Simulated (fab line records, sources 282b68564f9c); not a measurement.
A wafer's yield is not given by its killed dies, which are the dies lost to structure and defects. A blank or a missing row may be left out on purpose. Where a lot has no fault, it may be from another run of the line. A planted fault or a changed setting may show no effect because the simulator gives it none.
What tool caused it? -- flow rit cmos -- 18 wafers from 6 lots sampled at 2 of the route's 202 steps

WHAT THE GAUGES READ, wafer by wafer
RIT_FOX2_THK_MEAS_91.
lot,measured,on,FIELD_OXIDE_LEFT_2_THK (nm)
L668,day 3 07:06,film metro-04,263 252 260
L672,day 4 02:36,film metro-01,267 265 266
L674,day 4 16:16,film metro-02,270 254 266
L676,day 5 02:22,film metro-04,258 255 255
L678,day 5 11:30,film metro-04,255 252 254
L682,day 6 06:02,film metro-02,256 257 268

WHAT TOOL EACH LOT RAN ON (gives the tool, then ch and the chambers of the sampled wafers, and finally the start)
lot,RIT_NRETRO_STRIP_09
L668,"plasma asher-02 ch 1, day 3 04:53"
L672,"plasma asher-02 ch 0,1, day 4 00:23"
L674,"plasma asher-04 ch 0,1, day 4 13:53"
L676,"plasma asher-04 ch 1, day 5 00:10"
L678,"plasma asher-04 ch 0,1, day 5 09:17"
L682,"plasma asher-02 ch 0,1, day 6 03:41"
- RIT_NRETRO_STRIP_09: strips in O2, time 180 s.

THE ANSWER, worked out from the rows above alone
Rule: what is usual is taken from the lots themselves. Put in order of their means at a reading, lots are off if they are a third of the lots or fewer, leave a main group of 4 or more, and stand apart from it by a gap of 3 or more times the standard deviation of the main group's means; of several such gaps the widest counts. If all means in a main group match to the digits the tables above print for the reading, that group is not used. Also off: a lot with no number at a reading for which 4 or more lots have one. Where the step has rows for the other lots, those lots are counted as sound.
Nothing can be told from this: no lot is off at any reading shown.

WHAT WAS PUT IN BY THE SIMULATOR
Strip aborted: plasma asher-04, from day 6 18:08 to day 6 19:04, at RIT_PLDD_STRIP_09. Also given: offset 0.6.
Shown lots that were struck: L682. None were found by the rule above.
